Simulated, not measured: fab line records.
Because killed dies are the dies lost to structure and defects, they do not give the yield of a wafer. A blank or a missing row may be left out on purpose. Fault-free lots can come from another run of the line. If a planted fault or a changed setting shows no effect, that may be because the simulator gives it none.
Which tool did it? ; flow rit-cmos ; at 1 step of a route of 202, 14 lots with 42 wafers sampled

WHAT EACH GAUGE READ, for each wafer
No reading from a measuring or inspecting step in the record can be judged against a usual standard deviation.

WHICH TOOL RAN EACH LOT (tool, then ch and the chambers of the sampled wafers, then the start)
lot;RIT_NWELL_EXPOSE_03
L761;iline-stepper-01 ch 0, day 1 21:19
L763;iline-stepper-01 ch 0, day 2 08:10
L764;iline-stepper-02 ch 0, day 2 12:17
L767;iline-stepper-01 ch 0, day 3 04:17
L768;iline-stepper-02 ch 0, day 3 12:20
L769;iline-stepper-01 ch 0, day 3 16:21
L770;iline-stepper-02 ch 0, day 3 18:35
L772;iline-stepper-01 ch 0, day 4 05:31
L773;iline-stepper-02 ch 0, day 4 10:08
L775;iline-stepper-01 ch 0, day 4 21:30
L776;iline-stepper-02 ch 0, day 5 01:30
L780;iline-stepper-01 ch 0, day 5 21:36
L783;iline-stepper-01, day 6 11:04
L784;iline-stepper-02, day 6 18:29
- RIT_NWELL_EXPOSE_03: exposes mask M2, target cd 43900 nm.

WHAT THE TOOLS THEMSELVES READ (means of the sampled wafers that have a number; where no wafer has one, the mark that the record gives instead)
RIT_NWELL_EXPOSE_03. Usual: exposure-dose-mJ-cm2 250.00, standard deviation 0.22; focus-offset-nm 0.0 nm, standard deviation 0.52; reticle-temp-C 22.99 C, standard deviation 0.11.
lot;tool;exposure-dose-mJ-cm2;focus-offset-nm (nm);reticle-temp-C (C);flag
L761;iline-stepper-01;249.94;-0.1;22.94;
L763;iline-stepper-01;250.07;-0.4;22.92;
L764;iline-stepper-02;250.07;-0.5;22.93;
L767;iline-stepper-01;250.00;0.0;23.07;
L768;iline-stepper-02;249.77;0.0;22.88;
L769;iline-stepper-01;250.05;-0.1;23.05;
L770;iline-stepper-02;250.11;0.1;22.88;
L772;iline-stepper-01;250.02;0.2;23.08;
L773;iline-stepper-02;249.85;-0.3;23.11;
L775;iline-stepper-01;249.84;-0.6;22.93;
L776;iline-stepper-02;250.12;-0.7;22.92;
L780;iline-stepper-01;250.00;-0.3;23.08;
L783;iline-stepper-01;-;-;-;OFF
L784;iline-stepper-02;-;-;-;OFF

THE ANSWER, worked out from the rows above alone
Rule: take the mean of a lot's wafers that have a number; if it is more than 3 standard deviations from the usual mean, the lot is off. Also off: a lot with no number at a reading for which 4 or more lots have one. The other lots that the step has rows for count as sound. After the gauges, taken in route order, come the tools' own readings; for these a lot's mean is taken, as printed above. The first step at which some lot is off is used, and at that step the reading that is off furthest; a lot without a number counts as furthest.
Off at RIT_NWELL_EXPOSE_03 (exposure-dose-mJ-cm2): L783, L784. Without a number there: L783, L784.
A tool fits if, at that step or a process step before it, it ran every lot that is off, and no sound lot after the first of them. None of those tried fits.

WHAT THE SIMULATOR HAD PUT IN
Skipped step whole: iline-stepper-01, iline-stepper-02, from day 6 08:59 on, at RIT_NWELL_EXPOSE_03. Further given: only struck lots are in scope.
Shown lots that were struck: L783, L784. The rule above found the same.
